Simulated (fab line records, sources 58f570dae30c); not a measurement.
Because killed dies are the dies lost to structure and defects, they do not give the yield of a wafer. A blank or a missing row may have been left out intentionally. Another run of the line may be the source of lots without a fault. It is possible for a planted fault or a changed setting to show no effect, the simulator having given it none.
Problem report in the 8D (eight disciplines) form, filled by code || flow berkeley-cmos170 || the parts of the form that need people (team, actions taken, sign-off) are left out

1. PROBLEM STATEMENT
bias-w at UCB170_M1_ETCH_11 reads a mean of 110.11 W on 1 wafer of 1 lot; wafers without a fault read 99.99 W with a standard deviation of 0.29. That is +35 standard deviations from the usual mean.
The step: etches BARC in N2/H2.
The first sign was on wafer L355.5 at day 8 19:37, on rie-diel-01. At this step, 39 wafers from 13 lots have a number in the record. The rule behind "out" and "out of limits": a value lying over 4 standard deviations away from the usual mean. Any other wafer with a number is counted as sound.

2. WHAT IT IS, AND WHAT IT ISN'T
{"question": "which readings at this step", "is": "bias-w", "is not": "throttle-valve-pct"}
{"question": "which lots", "is": "L355", "is not": "L346, L347, L348, L349, L353, L356, L357, L361, L363, L364, L366, L367"}
{"question": "which wafers of those lots", "is": "L355.5", "is not": "L355.4, L355.6"}
{"question": "read on which tools", "is": "rie-diel-01", "is not": "rie-diel-02, rie-diel-03"}
{"question": "when", "is": "from day 8 19:37", "is not": "up to then (17 sound wafers); but 21 sound wafers of L356, L357, L361, L363, L364, L366, L367 came after"}

3. WHAT RULES OUT EACH SUSPECT
Counting: any tool at a process step up to the reading remains a suspect provided it ran every lot that is out. Sound lots after the first of them don't rule it out here, since some wafers of a struck lot are sound.
- pvd-sputter-02 at UCB170_SILICIDE_SPUTTER_01 (material Ti, target thk 30 nm, time 25 s): kept. It processed L355, the lot that is out, at day 8 11:31, and its most recent sound lot before then was L353 at day 8 03:41.
- rie-diel-01 at UCB170_M1_ETCH_11 (etches BARC in N2/H2): kept. It ran the lot that is out, L355 (day 8 19:37). On those wafers its own readings are out: bias-w.
- Within rie-diel-01 at UCB170_M1_ETCH_11, the wafers that are out were processed in chamber 1 and their sound lot-mates in chamber 2.
What counting leaves: pvd-sputter-02 at UCB170_SILICIDE_SPUTTER_01 and rie-diel-01 at UCB170_M1_ETCH_11.

4. THE CAUSE (what the simulator had put in)
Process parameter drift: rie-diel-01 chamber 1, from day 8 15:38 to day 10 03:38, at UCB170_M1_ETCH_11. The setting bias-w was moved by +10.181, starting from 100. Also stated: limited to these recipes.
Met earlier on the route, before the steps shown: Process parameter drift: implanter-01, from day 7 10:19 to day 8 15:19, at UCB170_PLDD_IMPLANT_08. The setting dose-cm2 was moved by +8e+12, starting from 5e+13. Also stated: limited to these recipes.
2 suspects survive the count, and this tool is in that group.

5. THE CHAIN OF EFFECTS, in route order
Each row: a reading where the mean over the struck wafers with a number is more than 3 standard deviations away from the usual. Only readings whose record carries a usual standard deviation are examined. hours: median over the lots of the time between each lot's start at the first step of this table that gives one and its start at this step. sigmas: the change, counted in usual standard deviations.
{"hours": 0, "step": "UCB170_M1_ETCH_11", "reading": "bias-w", "usual": "99.99 W", "on struck wafers": 110.11, "change": "+10.12", "sigmas": "+35"}
{"hours": 0, "step": "UCB170_M1_ETCH_11", "reading": "oes-product-au", "usual": "1.002 a.u.", "on struck wafers": 1.058, "change": "+0.056", "sigmas": "+3.7"}
Here are the process steps it includes:
- UCB170_M1_ETCH_11: etches BARC in N2/H2.

6. HOW IT WOULD HAVE BEEN CAUGHT EARLIER
In this record no reading fell out of limits until day 8 19:37, 4 hours after the fault had begun at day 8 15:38.
